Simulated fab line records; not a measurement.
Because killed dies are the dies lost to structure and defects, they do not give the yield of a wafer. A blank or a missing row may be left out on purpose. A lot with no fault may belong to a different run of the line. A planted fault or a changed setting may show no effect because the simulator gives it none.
A single fault, viewed from 2 desks | flow rit-cmos | each desk holds nothing but its own numbers, with what lay behind them at the end

## AT THE METROLOGY DESK
Means of the sampled wafers that have a number, per lot and without regard to the tool the lot ran on: this is what the gauges read. If a lot's mean is further than 4 standard deviations from the usual mean, the lot is out of limits and carries the mark OUT (the distance appears in the brackets).
Columns: A = cd-nm at RIT_CONTACT_CD_MEAS_08, usual 1000.4 nm; B = CONTACT_OVL at RIT_CONTACT_OVL_MEAS_09, usual -0.4 nm; C = cd-nm at RIT_CONTACT_CD_MEAS_90, usual 1000.3 nm; D = M1_AL_RS at RIT_M1_RS_MEAS_01, usual 0.0734 ohm/sq; E = M1_AL_THK at RIT_M1_THK_MEAS_02, usual 400 nm; F = cd-nm at RIT_M1_CD_MEAS_09, usual 2600.1 nm; G = M1_OVL at RIT_M1_OVL_MEAS_10, usual -0.4 nm
lot  | first seen here | A      | B    | C      | D      | E   | F      | G
L960 | day 4 11:24     | 998.7  | 0.0  | 998.6  | 0.0738 | 399 | 2606.2 | -0.0
L961 | day 4 13:14     | 999.7  | 0.2  | 999.4  | 0.0727 | 403 | 2598.9 | 0.7
L964 | day 5 11:10     | 1000.4 | -0.2 | 1000.3 | 0.0738 | 398 | 2598.6 | -0.8
L965 | day 5 12:43     | 1004.6 | -1.1 | 1003.9 | 0.0728 | 401 | 2607.1 | 0.9
L966 | day 5 16:13     | 999.1  | 1.8  | 998.7  | 0.0747 | 391 | 2606.9 | -0.2
L978 | day 8 02:19     | 1000.7 | -2.0 | 1000.0 | 0.0730 | 405 | 2597.5 | -0.3
This desk found nothing out of limits on any of the 6 lots.

## THE TOOL OWNER'S DESK: litho-track-04
The tool's own readings at RIT_M1_COAT_04 (resist thk 1300 nm): means of the sampled wafers that have a number, for each lot that ran on this tool. If a lot's mean is further than 4 standard deviations from the usual mean, the lot is out of limits and carries the mark OUT (the distance appears in the brackets).
Columns: A = dispense-pressure-kPa at RIT_M1_COAT_04, usual 50 kPa; B = spin-speed-rpm at RIT_M1_COAT_04, usual 2000.2 rpm
lot  | first seen here | A  | B
L965 | day 5 14:29     | 54 | 1850.6 (-99 or more) OUT
L966 | day 5 18:09     | 54 | 1850.9 (-99 or more) OUT
This desk's finding: out of limits on L965, L966; first on L965, day 5 14:29 (spin-speed-rpm at RIT_M1_COAT_04). In limits: none.

## ALL TOGETHER
On L965, L966, at day 5 14:29, an alarm was possible from the tool owner's desk.
The metrology desk saw nothing out of limits.
The metrology desk has L965, L966 on record, within its limits.
Of the lots named, all ran RIT_M1_COAT_04 on litho-track-04.

## WHAT HAD BEEN PUT IN BY THE SIMULATOR
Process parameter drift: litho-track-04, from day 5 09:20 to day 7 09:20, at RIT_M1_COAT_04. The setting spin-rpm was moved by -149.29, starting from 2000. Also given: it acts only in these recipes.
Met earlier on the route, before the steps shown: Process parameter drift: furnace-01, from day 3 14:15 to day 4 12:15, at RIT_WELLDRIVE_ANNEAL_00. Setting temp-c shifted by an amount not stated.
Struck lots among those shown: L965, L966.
Each desk's first reading out of limits, in hours after the fault started: the tool owner's desk, 5.
